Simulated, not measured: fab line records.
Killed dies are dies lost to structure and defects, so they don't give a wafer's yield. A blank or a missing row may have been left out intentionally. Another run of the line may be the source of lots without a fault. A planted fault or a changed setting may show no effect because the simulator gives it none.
Which tool was responsible?    flow rit_cmos    7 lots, 21 wafers sampled, at 2 steps of a route of 202

WHAT THE GAUGES SHOWED, per wafer
RIT_SDANNEAL_RS_MEAS_07: the measuring method here is four-point-probe.
lot   measured     on             NLDD_RS (ohm/sq)
L584  day 3 08:15  film_metro-02  151.3 151.9 151.7
L586  day 3 18:32  film_metro-04  151.6 151.9 151.8
L591  day 4 18:39  film_metro-04  152.0 152.2 152.6
L596  day 5 19:39  film_metro-03  152.3 152.1 152.9
L600  day 6 15:21  film_metro-03  152.2 152.3 151.9
L602  day 7 00:10  film_metro-04  151.8 152.1 151.7
L606  day 7 23:16  film_metro-02  151.5 151.3 152.6

TOOL THAT RAN EACH LOT (tool first, then ch and the chambers of the sampled wafers, then the start)
lot   RIT_PLDD_DEVELOP_05
L584  litho_track-01 ch 0, day 3 01:00
L586  litho_track-04 ch 0, day 3 10:00
L591  litho_track-03 ch 0, day 4 11:00
L596  litho_track-01 ch 0, day 5 12:00
L600  litho_track-01 ch 0, day 6 08:00
L602  litho_track-03 ch 0, day 6 17:00
L606  litho_track-04 ch 0, day 7 14:00
- RIT_PLDD_DEVELOP_05: develop time 50 s.

THE ANSWER, worked out from the rows above alone
Rule: the usual values come from the lots themselves. The widest of any qualifying gaps counts: lots, ordered by their means at a reading, are off when they make up no more than a third of the lots, leave a main group of 4 or more, and stand apart from it by 3 or more times the standard deviation of that group's means. The tables above print the reading to a certain number of digits; a main group whose means all agree to those digits is not used. A lot without any number at a reading at which 4 lots or more have one is off too. Where the step has rows for the other lots, those lots are counted as sound.
No lot is off at any reading shown: from this, nothing can be told.

WHAT THE SIMULATOR HAD PUT IN
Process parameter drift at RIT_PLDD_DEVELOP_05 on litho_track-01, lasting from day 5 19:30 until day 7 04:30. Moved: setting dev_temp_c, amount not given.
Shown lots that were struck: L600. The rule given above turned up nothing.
